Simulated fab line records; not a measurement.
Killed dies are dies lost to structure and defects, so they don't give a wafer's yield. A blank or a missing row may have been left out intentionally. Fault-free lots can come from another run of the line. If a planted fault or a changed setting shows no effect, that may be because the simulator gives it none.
Split-lot experiment + flow rit_cmos + on a route of 202 steps: 5 lots, 23 wafers read

## THE SPLIT
At RIT_PLDD_IMPLANT_08, the setting dose_cm2 was moved away from the recipe's 9e+14 on 4 of the 23 wafers read, by -4.6% to -3.9%. All remaining wafers had this setting at the recipe value.

## FROM THE SPLIT TO THE READING: what the file shows between them, 6 steps
- RIT_SPACER_CVD_03: deposits Si3N4 from SiH2Cl2/NH3, target thk 250 nm, time 3300 s (also split here: sih2cl2_flow_sccm)
- RIT_SPACER_THK_MEAS_04
- RIT_NSD_IMPLANT_08 (also split here: energy_kev)
- RIT_PSD_HARDBAKE_07: time 60 s (also split here: temp_c)
- RIT_PSD_IMPLANT_08
- RIT_PSD_STRIP_09: strips in O2, time 180 s

## THE READING
PLDD_RS (ohm/sq), read at RIT_SDANNEAL_RS_MEAS_06 with a four-point probe. Fault-free wafers of this fab line usually give 178.8 ohm/sq, standard deviation 0.45 ohm/sq.

| wafer  | tool, chamber at the split | dose_cm2 as run | against the recipe | PLDD_RS, ohm/sq | against lot-mates on the recipe |
|--------|----------------------------|-----------------|--------------------|-----------------|---------------------------------|
| L079.1 | implanter-04, 0            | 9e+14           | recipe             | 179.1           | -                               |
| L079.2 | implanter-04, 0            | 9e+14           | recipe             | 179.2           | -                               |
| L079.3 | implanter-04, 0            | 9e+14           | recipe             | 179.2           | -                               |
| L079.5 | implanter-04, 0            | 9e+14           | recipe             | 178.9           | -                               |
| L079.6 | implanter-04, 0            | 9e+14           | recipe             | 178.9           | -                               |
| L082.1 | implanter-04, 0            | 9e+14           | recipe             | 179.1           | -                               |
| L082.3 | implanter-04, 0            | 9e+14           | recipe             | 179.8           | -                               |
| L082.4 | implanter-04, 0            | 8.653e+14       | -3.9%              | 183.2           | +3.9                            |
| L082.5 | implanter-04, 0            | 8.653e+14       | -3.9%              | 183.4           | +4.1                            |
| L082.6 | implanter-04, 0            | 9e+14           | recipe             | 179.0           | -                               |
| L083.1 | implanter-02, 0            | 9e+14           | recipe             | 178.7           | -                               |
| L083.2 | implanter-02, 0            | 8.588e+14       | -4.6%              | 183.2           | +4.6                            |
| L083.3 | implanter-02, 0            | 9e+14           | recipe             | 178.5           | -                               |
| L083.5 | implanter-02, 0            | 9e+14           | recipe             | 178.7           | -                               |
| L083.6 | implanter-02, 0            | 8.588e+14       | -4.6%              | 182.9           | +4.3                            |
| L084.3 | implanter-02, 0            | 9e+14           | recipe             | 178.1           | -                               |
| L084.4 | implanter-02, 0            | 9e+14           | recipe             | 178.7           | -                               |
| L084.5 | implanter-02, 0            | 9e+14           | recipe             | 178.2           | -                               |
| L085.1 | implanter-04, 0            | 9e+14           | recipe             | 179.1           | -                               |
| L085.2 | implanter-04, 0            | 9e+14           | recipe             | 178.8           | -                               |
| L085.3 | implanter-04, 0            | 9e+14           | recipe             | 179.2           | -                               |
| L085.4 | implanter-04, 0            | 9e+14           | recipe             | 178.7           | -                               |
| L085.6 | implanter-04, 0            | 9e+14           | recipe             | 178.7           | -                               |

THE FIT
A straight line over all 23 wafers: PLDD_RS changes by -1.01 ohm/sq for each +1% of dose_cm2; r = -0.97; the points scatter about the line by 0.42 ohm/sq.
The same after taking each lot's own level away (the mean of its wafers on the recipe; 23 wafers): -0.994 ohm/sq for each +1%; r = -0.99; scatter 0.23 ohm/sq.
Per that fit: largest dose_cm2 move, reading shift of 4.6 ohm/sq.
From 178.33 to 179.30 ohm/sq: that is the span of the lots' own levels, equal to 2.1 times the standard deviation above.
So the lot-to-lot level changes the slope little: the two slopes agree.
Check: +4.55 ohm/sq against its lot-mates is what the line predicts for one of the wafers moved furthest among these (-4.6%) when that wafer is left out of the fit. It came out at +4.57 ohm/sq against them.

## ADDITIONAL SPLITS CARRIED BY THESE WAFERS
These wafers also went through other splits before the reading. Each is held against what the fit with the lots' levels taken away leaves over:
| other split on the same wafers      | wafers away from the commonest value | r with PLDD_RS (lot level and that fit taken away) |
|-------------------------------------|--------------------------------------|----------------------------------------------------|
| RIT_ACTIVE_OXIDATION_01 ox_time_s   | 15                                   | +0.03                                              |
| RIT_ACTIVE_ETCH_13 over_etch_frac   | 6                                    | +0.12                                              |
| RIT_NWELL_IMPLANT_08 dose_cm2       | 10                                   | +0.05                                              |
| RIT_PWELL_DEVELOP_05 develop_time_s | 8                                    | +0.10                                              |
| RIT_NRETRO_COAT_01 resist_thk_nm    | 4                                    | -0.19                                              |
| RIT_NRETRO_SOFTBAKE_02 time_s       | 7                                    | +0.17                                              |
| RIT_GATE_OXIDATION_05 ox_time_s     | 18                                   | -0.10                                              |
| RIT_GATE_EXPOSE_13 dose_mj          | 8                                    | +0.16                                              |
| RIT_NLDD_IMPLANT_08 dose_cm2        | 6                                    | +0.18                                              |
| RIT_SPACER_CVD_03 sih2cl2_flow_sccm | 15                                   | +0.09                                              |
| RIT_NSD_IMPLANT_08 energy_kev       | 5                                    | -0.09                                              |
| RIT_PSD_HARDBAKE_07 temp_c          | 8                                    | -0.12                                              |

## FILE'S OWN FIT
PLDD_RS changes by -1 ohm/sq for each +1% of dose_cm2, r = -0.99.
